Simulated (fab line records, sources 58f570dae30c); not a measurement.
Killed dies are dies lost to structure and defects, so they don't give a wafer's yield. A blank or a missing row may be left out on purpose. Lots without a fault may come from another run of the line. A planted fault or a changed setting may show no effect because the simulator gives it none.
fab line records | flow berkeley_cmos170
record lots=14 wafers=42 last_day=13
route steps=331 shown NWELL@24
lots that met no fault: from a run of the same line without faults
start_h: hours from the record's first day to the start of the lot's first wafer shown | wait_h: hours since the lot's step before | " the same as in the row above | L1.1+2: a row that stands for several wafers | - no value, or no start given | * or withheld: withheld | < > ~ a bound
route shown NAME@n: a module of which the file shows steps, and the number in the route of the first | usual: mean/standard deviation of fault-free wafers | same: alike in all rows | chamber/n: place in a boat | sites: the reading at each site | _std_site: their standard deviation | _edge_site: outer sites' mean less inner sites' | radius_mm: how far each site lies from the wafer's centre | mask NAME#n: copy n | behind: the tool/chamber that last shaped the wafer | hold: why the lot was held/for how many hours/how that ended | device: the transistor (n, p or np) that didn't switch | end of line: the same wafers' tests at the end of the route | a step without rows: its recipe alone | killed: dies lost to structure and defects at the first sort, not the wafer's yield | map: a wafer's dies, x killed, . not, _ none there
set.NAME: the setting as run; set.NAME@STEP: as run at that earlier step | model.NAME: the simulator's own value behind a step, which no gauge read
steps of the route over a sample of lots; a table a step, a row a wafer
## steps
# step UCB170_NWELL_PEB_10
# recipe peb_temp_c=130 peb_time_s=withheld resist=KrF
# usual chill_plate_temp_C=23.02/0.094 exhaust_pa=45.2/0.98 plate_temp_C=129.98/0.15
# columns lot.wafer tool chamber start_h wait_h chill_plate_temp_C exhaust_pa plate_temp_C
L337.2 litho_track-03 0 43.78 0.3 23.19 44.0 130.00
L337.5 " 0 " " 22.96 44.4 129.98
L337.6 " 0 " " 23.02 44.6 130.07
L340.1 litho_track-02 0 55.83 0.1 22.88 45.0 129.98
L340.4 " 0 " " 22.94 45.3 129.80
L340.6 " 0 " " 23.04 45.6 129.97
L342.2 litho_track-01 0 71.20 0.1 22.98 45.1 130.09
L342.3 " 0 " " 22.86 43.1 130.19
L342.4 " 0 " " 23.20 44.0 129.84
L343.1 litho_track-03 0 74.30 0.1 23.04 45.9 130.27
L343.3 " 0 " " 23.05 45.9 129.70
L343.5 " 0 " " 22.93 45.5 129.93
L345.3 litho_track-02 0 81.11 0.1 23.04 45.3 130.22
L345.5 " 0 " " 23.14 45.4 130.00
L345.6 " 0 " " 23.09 44.8 130.35
L344.1 litho_track-03 - 81.27 0.2 - - -
L344.2 " - " " - - -
L344.3 " - " " - - -
L347.1 litho_track-02 - 94.88 0.1 - - -
L347.3 " - " " - - -
L347.6 " - " " - - -
L350.2 litho_track-01 0 112.53 0.1 22.92 44.0 129.90
L350.3 " 0 " " 23.05 45.0 130.01
L350.6 " 0 " " 23.00 44.2 129.97
L352.1 litho_track-02 0 134.31 0.5 22.94 45.3 130.12
L352.3 " 0 " " 23.01 45.8 129.80
L352.5 " 0 " " 23.19 45.8 130.02
L353.1 litho_track-03 0 134.44 0.3 22.97 44.9 130.02
L353.3 " 0 " " 23.05 44.6 129.88
L353.4 " 0 " " 23.11 45.9 129.91
L354.2 litho_track-02 0 142.34 0.1 22.94 44.4 130.02
L354.3 " 0 " " 22.98 46.0 130.12
L354.6 " 0 " " 22.94 46.6 130.05
L355.3 litho_track-02 0 142.64 0.2 22.95 44.3 129.93
L355.5 " 0 " " 22.77 44.1 129.87
L355.6 " 0 " " 22.96 44.9 129.92
L356.1 litho_track-01 0 149.38 0.2 22.96 44.1 130.00
L356.3 " 0 " " 23.04 44.1 129.88
L356.6 " 0 " " 23.10 44.7 130.21
L358.1 litho_track-03 0 149.56 0.2 23.11 45.1 129.90
L358.5 " 0 " " 22.95 44.9 130.05
L358.6 " 0 " " 22.98 45.4 129.95
## key
first_sign step=UCB170_NWELL_PEB_10 reading=tool_record direction=missing
effect none on later readings
met_at UCB170_NWELL_PEB_10
struck_lots L344,L347
later_rows_left_out L344.1,L344.2,L344.3,L347.1,L347.3,L347.6
sort_left_out L344.1,L344.2,L344.3,L347.1,L347.3,L347.6
tester_left_out L344,L347
onset_between 81.11 81.27
fault kind=skipped_step_whole tool=litho_track-02,litho_track-03 chamber=- onset_h=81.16 steps=UCB170_NWELL_PEB_10 scope=struck_lots_only
# tester_left_out: of these lots the tester's yield and bins aren't shown, on N5 and GAA mostly nor the transistor test; their killed dies are dies lost to structure and defects alone, not to doping, threshold or leakage, so they don't give the yield
# sort_left_out: the simulated sort isn't trusted on such a fault, so these wafers' sort isn't shown, and their yield isn't known
# later_rows_left_out: the simulator's readings of these wafers behind a module that went badly wrong aren't trusted and aren't shown, but for the sort
